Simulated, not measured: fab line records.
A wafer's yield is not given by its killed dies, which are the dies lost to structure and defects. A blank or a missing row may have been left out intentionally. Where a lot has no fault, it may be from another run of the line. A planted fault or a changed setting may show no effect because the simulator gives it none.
Which tool is to blame? || flow ritCmos || 14 lots with 42 wafers sampled at 6 steps, on a route of 202 steps

WHAT THE GAUGES READ, wafer by wafer
RIT_PWELL_TW_MEAS_10. Usual: PWELL_TW 962, standard deviation 9.6.
{"lot": "L814", "measured": "day 2 00:11", "on": "filmMetro-04", "PWELL_TW": "982 977 979", "flag": ""}
{"lot": "L815", "measured": "day 2 05:48", "on": "filmMetro-01", "PWELL_TW": "954 960 953", "flag": ""}
{"lot": "L816", "measured": "day 2 09:49", "on": "filmMetro-04", "PWELL_TW": "976 979 976", "flag": ""}
{"lot": "L817", "measured": "day 2 15:08", "on": "filmMetro-01", "PWELL_TW": "954 955 953", "flag": ""}
{"lot": "L822", "measured": "day 3 15:13", "on": "filmMetro-04", "PWELL_TW": "965 966 970", "flag": ""}
{"lot": "L827", "measured": "day 4 18:04", "on": "filmMetro-01", "PWELL_TW": "953 953 952", "flag": ""}
{"lot": "L828", "measured": "day 4 21:36", "on": "filmMetro-03", "PWELL_TW": "960 955 956", "flag": ""}
{"lot": "L830", "measured": "day 5 09:10", "on": "filmMetro-03", "PWELL_TW": "968 969 966", "flag": ""}
{"lot": "L831", "measured": "day 5 12:53", "on": "filmMetro-04", "PWELL_TW": "974 973 973", "flag": ""}
{"lot": "L832", "measured": "day 5 20:05", "on": "filmMetro-01", "PWELL_TW": "958 953 950", "flag": ""}
{"lot": "L833", "measured": "day 5 23:14", "on": "filmMetro-01", "PWELL_TW": "948 951 948", "flag": ""}
{"lot": "L834", "measured": "day 6 04:20", "on": "filmMetro-01", "PWELL_TW": "949 955 957", "flag": ""}
{"lot": "L835", "measured": "day 6 10:11", "on": "filmMetro-01", "PWELL_TW": "952 945 951", "flag": ""}
{"lot": "L837", "measured": "day 6 20:49", "on": "filmMetro-01", "PWELL_TW": "961 956 959", "flag": ""}

RIT_NLDD_TW_MEAS_10. Usual: NLDD_TW 2533, standard deviation 15.
{"lot": "L814", "measured": "day 2 20:39", "on": "filmMetro-03", "NLDD_TW": "2524 2529 2527", "flag": ""}
{"lot": "L815", "measured": "day 3 04:15", "on": "filmMetro-02", "NLDD_TW": "2528 2517 2513", "flag": ""}
{"lot": "L816", "measured": "day 3 06:57", "on": "filmMetro-04", "NLDD_TW": "2524 2532 2525", "flag": ""}
{"lot": "L817", "measured": "day 3 10:01", "on": "filmMetro-03", "NLDD_TW": "2520 2529 2523", "flag": ""}
{"lot": "L822", "measured": "day 4 16:01", "on": "filmMetro-03", "NLDD_TW": "2519 2507 2517", "flag": ""}
{"lot": "L827", "measured": "day 5 15:55", "on": "filmMetro-04", "NLDD_TW": "2553 2557 2560", "flag": ""}
{"lot": "L828", "measured": "day 5 16:31", "on": "filmMetro-04", "NLDD_TW": "2549 2548 2552", "flag": ""}
{"lot": "L830", "measured": "day 6 08:19", "on": "filmMetro-04", "NLDD_TW": "2562 2553 2556", "flag": ""}
{"lot": "L831", "measured": "day 6 13:18", "on": "filmMetro-04", "NLDD_TW": "2559 2566 2552", "flag": ""}
{"lot": "L832", "measured": "day 6 16:04", "on": "filmMetro-02", "NLDD_TW": "2546 2536 2538", "flag": ""}
{"lot": "L833", "measured": "day 6 17:46", "on": "filmMetro-03", "NLDD_TW": "2518 2531 2529", "flag": ""}
{"lot": "L834", "measured": "day 7 03:38", "on": "filmMetro-04", "NLDD_TW": "2539 2540 2536", "flag": ""}
{"lot": "L835", "measured": "day 7 08:46", "on": "filmMetro-02", "NLDD_TW": "2524 2536 2536", "flag": ""}
{"lot": "L837", "measured": "day 7 17:19", "on": "filmMetro-04", "NLDD_TW": "2528 2543 2537", "flag": ""}

RIT_PLDD_OVL_MEAS_06. Usual: PLDD_OVL -0.2 nm, standard deviation 1.2.
{"lot": "L814", "measured": "day 2 21:40", "on": "overlay-02", "PLDD_OVL (nm)": "0.5 -0.3 0.7", "flag": ""}
{"lot": "L815", "measured": "day 3 05:15", "on": "overlay-02", "PLDD_OVL (nm)": "0.0 -0.9 -1.4", "flag": ""}
{"lot": "L816", "measured": "day 3 07:58", "on": "overlay-02", "PLDD_OVL (nm)": "0.0 0.5 -0.3", "flag": ""}
{"lot": "L817", "measured": "day 3 10:59", "on": "overlay-01", "PLDD_OVL (nm)": "-1.0 -0.7 -0.4", "flag": ""}
{"lot": "L822", "measured": "day 4 17:05", "on": "overlay-02", "PLDD_OVL (nm)": "-1.2 -1.3 -2.4", "flag": ""}
{"lot": "L827", "measured": "day 5 16:49", "on": "overlay-01", "PLDD_OVL (nm)": "- - -", "flag": "OFF"}
{"lot": "L828", "measured": "day 5 17:25", "on": "overlay-01", "PLDD_OVL (nm)": "- - -", "flag": "OFF"}
{"lot": "L830", "measured": "day 6 09:21", "on": "overlay-01", "PLDD_OVL (nm)": "0.6 -1.3 0.2", "flag": ""}
{"lot": "L831", "measured": "day 6 14:22", "on": "overlay-02", "PLDD_OVL (nm)": "-2.3 2.2 0.3", "flag": ""}
{"lot": "L832", "measured": "day 6 16:59", "on": "overlay-01", "PLDD_OVL (nm)": "-0.4 -2.2 -1.3", "flag": ""}
{"lot": "L833", "measured": "day 6 18:40", "on": "overlay-02", "PLDD_OVL (nm)": "2.1 2.5 0.7", "flag": ""}
{"lot": "L834", "measured": "day 7 04:32", "on": "overlay-02", "PLDD_OVL (nm)": "1.1 -1.3 0.0", "flag": ""}
{"lot": "L835", "measured": "day 7 09:40", "on": "overlay-02", "PLDD_OVL (nm)": "0.4 -0.2 1.0", "flag": ""}
{"lot": "L837", "measured": "day 7 18:20", "on": "overlay-02", "PLDD_OVL (nm)": "-0.8 0.7 -1.4", "flag": ""}

RIT_NSD_TW_MEAS_10. Usual: NSD_TW 3173, standard deviation 18.
{"lot": "L814", "measured": "day 3 02:56", "on": "filmMetro-02", "NSD_TW": "3187 3152 3164", "flag": ""}
{"lot": "L815", "measured": "day 3 09:47", "on": "filmMetro-04", "NSD_TW": "3184 3179 3173", "flag": ""}
{"lot": "L816", "measured": "day 3 12:23", "on": "filmMetro-03", "NSD_TW": "3181 3184 3168", "flag": ""}
{"lot": "L817", "measured": "day 3 15:24", "on": "filmMetro-02", "NSD_TW": "3173 3151 3166", "flag": ""}
{"lot": "L822", "measured": "day 4 21:38", "on": "filmMetro-04", "NSD_TW": "3183 3192 3187", "flag": ""}
{"lot": "L827", "measured": "day 5 21:15", "on": "filmMetro-03", "NSD_TW": "3338 3350 3330 3354 3355 3342", "flag": "OFF"}
{"lot": "L828", "measured": "day 5 22:56", "on": "filmMetro-04", "NSD_TW": "3355 3362 3366 3364 3369 3359", "flag": "OFF"}
{"lot": "L830", "measured": "day 6 14:45", "on": "filmMetro-02", "NSD_TW": "3177 3188 3179", "flag": ""}
{"lot": "L831", "measured": "day 6 18:55", "on": "filmMetro-04", "NSD_TW": "3190 3210 3201", "flag": ""}
{"lot": "L832", "measured": "day 6 21:25", "on": "filmMetro-04", "NSD_TW": "3202 3202 3201", "flag": ""}
{"lot": "L833", "measured": "day 6 23:28", "on": "filmMetro-03", "NSD_TW": "3160 3161 3155", "flag": ""}
{"lot": "L834", "measured": "day 7 09:49", "on": "filmMetro-02", "NSD_TW": "3181 3158 3180", "flag": ""}
{"lot": "L835", "measured": "day 7 14:37", "on": "filmMetro-02", "NSD_TW": "3171 3181 3191", "flag": ""}
{"lot": "L837", "measured": "day 7 22:58", "on": "filmMetro-03", "NSD_TW": "3144 3132 3148", "flag": ""}

WHAT TOOL EACH LOT RAN ON (gives the tool, then ch and the chambers of the sampled wafers, and finally the start)
{"lot": "L814", "RIT_PRETRO_STRIP_09": "plasmaAsher-02 ch 0,1, day 2 08:59", "RIT_PLDD_COAT_01": "lithoTrack-01 ch 0, day 2 20:53"}
{"lot": "L815", "RIT_PRETRO_STRIP_09": "plasmaAsher-04 ch 0,1, day 2 14:44", "RIT_PLDD_COAT_01": "lithoTrack-03 ch 0, day 3 04:28"}
{"lot": "L816", "RIT_PRETRO_STRIP_09": "plasmaAsher-04 ch 0,1, day 2 18:55", "RIT_PLDD_COAT_01": "lithoTrack-02 ch 0, day 3 07:10"}
{"lot": "L817", "RIT_PRETRO_STRIP_09": "plasmaAsher-03 ch 0,1, day 3 00:08", "RIT_PLDD_COAT_01": "lithoTrack-02 ch 0, day 3 10:14"}
{"lot": "L822", "RIT_PRETRO_STRIP_09": "plasmaAsher-02 ch 0,1, day 4 00:44", "RIT_PLDD_COAT_01": "lithoTrack-03 ch 0, day 4 16:17"}
{"lot": "L827", "RIT_PRETRO_STRIP_09": "plasmaAsher-04 ch 0, day 5 02:26", "RIT_PLDD_COAT_01": "lithoTrack-03, day 5 16:08"}
{"lot": "L828", "RIT_PRETRO_STRIP_09": "plasmaAsher-04 ch 0,1, day 5 06:38", "RIT_PLDD_COAT_01": "lithoTrack-03, day 5 16:43"}
{"lot": "L830", "RIT_PRETRO_STRIP_09": "plasmaAsher-04 ch 0, day 5 19:05", "RIT_PLDD_COAT_01": "lithoTrack-03 ch 0, day 6 08:33"}
{"lot": "L831", "RIT_PRETRO_STRIP_09": "plasmaAsher-04 ch 0,1, day 5 23:21", "RIT_PLDD_COAT_01": "lithoTrack-02 ch 0, day 6 13:31"}
{"lot": "L832", "RIT_PRETRO_STRIP_09": "plasmaAsher-04 ch 0,1, day 6 05:22", "RIT_PLDD_COAT_01": "lithoTrack-03 ch 0, day 6 16:17"}
{"lot": "L833", "RIT_PRETRO_STRIP_09": "plasmaAsher-04 ch 0,1, day 6 07:30", "RIT_PLDD_COAT_01": "lithoTrack-01 ch 0, day 6 18:02"}
{"lot": "L834", "RIT_PRETRO_STRIP_09": "plasmaAsher-02 ch 0,1, day 6 13:16", "RIT_PLDD_COAT_01": "lithoTrack-03 ch 0, day 7 03:52"}
{"lot": "L835", "RIT_PRETRO_STRIP_09": "plasmaAsher-04 ch 0,1, day 6 19:20", "RIT_PLDD_COAT_01": "lithoTrack-01 ch 0, day 7 08:58"}
{"lot": "L837", "RIT_PRETRO_STRIP_09": "plasmaAsher-02 ch 0,1, day 7 06:14", "RIT_PLDD_COAT_01": "lithoTrack-01 ch 0, day 7 17:32"}
- RIT_PRETRO_STRIP_09: strips in O2, time 180 s.
- RIT_PLDD_COAT_01: resist thk 1000 nm.

WHAT THE TOOLS THEMSELVES READ (means of the sampled wafers that have a number; where no wafer has one, the mark that the record gives instead)
RIT_PRETRO_STRIP_09. Usual: 5.82 A for drypumpMotorCurrentA, sd 0.26.
{"lot": "L814", "tool": "plasmaAsher-02", "drypumpMotorCurrentA (A)": 5.71, "flag": ""}
{"lot": "L815", "tool": "plasmaAsher-04", "drypumpMotorCurrentA (A)": 5.94, "flag": ""}
{"lot": "L816", "tool": "plasmaAsher-04", "drypumpMotorCurrentA (A)": 5.85, "flag": ""}
{"lot": "L817", "tool": "plasmaAsher-03", "drypumpMotorCurrentA (A)": 5.86, "flag": ""}
{"lot": "L822", "tool": "plasmaAsher-02", "drypumpMotorCurrentA (A)": 5.75, "flag": ""}
{"lot": "L827", "tool": "plasmaAsher-04", "drypumpMotorCurrentA (A)": 6.06, "flag": ""}
{"lot": "L828", "tool": "plasmaAsher-04", "drypumpMotorCurrentA (A)": 5.94, "flag": ""}
{"lot": "L830", "tool": "plasmaAsher-04", "drypumpMotorCurrentA (A)": 6.03, "flag": ""}
{"lot": "L831", "tool": "plasmaAsher-04", "drypumpMotorCurrentA (A)": 5.94, "flag": ""}
{"lot": "L832", "tool": "plasmaAsher-04", "drypumpMotorCurrentA (A)": 5.85, "flag": ""}
{"lot": "L833", "tool": "plasmaAsher-04", "drypumpMotorCurrentA (A)": 5.92, "flag": ""}
{"lot": "L834", "tool": "plasmaAsher-02", "drypumpMotorCurrentA (A)": 5.72, "flag": ""}
{"lot": "L835", "tool": "plasmaAsher-04", "drypumpMotorCurrentA (A)": 5.85, "flag": ""}
{"lot": "L837", "tool": "plasmaAsher-02", "drypumpMotorCurrentA (A)": 5.73, "flag": ""}

RIT_PLDD_COAT_01. Usual: chillPlateTempC 22.99 C, standard deviation 0.12; dispensePressureKPa 49.3 kPa, standard deviation 1.2; exhaustPa 45.0 Pa, standard deviation 0.88; spinSpeedRpm 3249.7 rpm, standard deviation 2.1.
{"lot": "L814", "tool": "lithoTrack-01", "chillPlateTempC (C)": 22.86, "dispensePressureKPa (kPa)": 50.8, "exhaustPa (Pa)": 45.2, "spinSpeedRpm (rpm)": 3249.4, "flag": ""}
{"lot": "L815", "tool": "lithoTrack-03", "chillPlateTempC (C)": 23.08, "dispensePressureKPa (kPa)": 48.5, "exhaustPa (Pa)": 46.1, "spinSpeedRpm (rpm)": 3247.7, "flag": ""}
{"lot": "L816", "tool": "lithoTrack-02", "chillPlateTempC (C)": 22.94, "dispensePressureKPa (kPa)": 48.4, "exhaustPa (Pa)": 45.0, "spinSpeedRpm (rpm)": 3249.2, "flag": ""}
{"lot": "L817", "tool": "lithoTrack-02", "chillPlateTempC (C)": 23.06, "dispensePressureKPa (kPa)": 48.4, "exhaustPa (Pa)": 45.5, "spinSpeedRpm (rpm)": 3252.2, "flag": ""}
{"lot": "L822", "tool": "lithoTrack-03", "chillPlateTempC (C)": 23.03, "dispensePressureKPa (kPa)": 48.3, "exhaustPa (Pa)": 44.6, "spinSpeedRpm (rpm)": 3248.2, "flag": ""}
{"lot": "L827", "tool": "lithoTrack-03", "chillPlateTempC (C)": "-", "dispensePressureKPa (kPa)": "-", "exhaustPa (Pa)": "-", "spinSpeedRpm (rpm)": "-", "flag": "OFF"}
{"lot": "L828", "tool": "lithoTrack-03", "chillPlateTempC (C)": "-", "dispensePressureKPa (kPa)": "-", "exhaustPa (Pa)": "-", "spinSpeedRpm (rpm)": "-", "flag": "OFF"}
{"lot": "L830", "tool": "lithoTrack-03", "chillPlateTempC (C)": 22.85, "dispensePressureKPa (kPa)": 48.3, "exhaustPa (Pa)": 44.3, "spinSpeedRpm (rpm)": 3251.4, "flag": ""}
{"lot": "L831", "tool": "lithoTrack-02", "chillPlateTempC (C)": 22.79, "dispensePressureKPa (kPa)": 48.4, "exhaustPa (Pa)": 45.0, "spinSpeedRpm (rpm)": 3250.3, "flag": ""}
{"lot": "L832", "tool": "lithoTrack-03", "chillPlateTempC (C)": 23.11, "dispensePressureKPa (kPa)": 48.3, "exhaustPa (Pa)": 44.9, "spinSpeedRpm (rpm)": 3248.6, "flag": ""}
{"lot": "L833", "tool": "lithoTrack-01", "chillPlateTempC (C)": 23.03, "dispensePressureKPa (kPa)": 50.7, "exhaustPa (Pa)": 45.9, "spinSpeedRpm (rpm)": 3251.4, "flag": ""}
{"lot": "L834", "tool": "lithoTrack-03", "chillPlateTempC (C)": 22.88, "dispensePressureKPa (kPa)": 48.4, "exhaustPa (Pa)": 44.9, "spinSpeedRpm (rpm)": 3252.1, "flag": ""}
{"lot": "L835", "tool": "lithoTrack-01", "chillPlateTempC (C)": 23.06, "dispensePressureKPa (kPa)": 50.7, "exhaustPa (Pa)": 44.8, "spinSpeedRpm (rpm)": 3249.4, "flag": ""}
{"lot": "L837", "tool": "lithoTrack-01", "chillPlateTempC (C)": 23.04, "dispensePressureKPa (kPa)": 50.7, "exhaustPa (Pa)": 44.8, "spinSpeedRpm (rpm)": 3248.4, "flag": ""}

THE ANSWER, worked out from the rows above alone
Rule: lot off if the mean of its wafers having a number is beyond 3 standard deviations from the usual mean. Also off: a lot with no number at a reading for which 4 or more lots have one. The other lots that the step has rows for count as sound. First the gauges in route order, then the tools' own readings, where a lot's mean is used as printed above. The first step at which some lot is off is used, and at that step the reading that is off furthest; a lot without a number counts as furthest.
Off: L827, L828, seen at RIT_PLDD_OVL_MEAS_06 (PLDD_OVL). Without a number there: L827, L828.
A tool fits if, at a process step before that reading, it ran every lot that is off, and no sound lot after the first of them. The gauges at RIT_PLDD_OVL_MEAS_06 aren't tried: what is off there is off at RIT_NSD_TW_MEAS_10 too, on other tools, and a gauge's error can't cause that. Of those tried, none fits.

WHAT THE SIMULATOR HAD INSERTED
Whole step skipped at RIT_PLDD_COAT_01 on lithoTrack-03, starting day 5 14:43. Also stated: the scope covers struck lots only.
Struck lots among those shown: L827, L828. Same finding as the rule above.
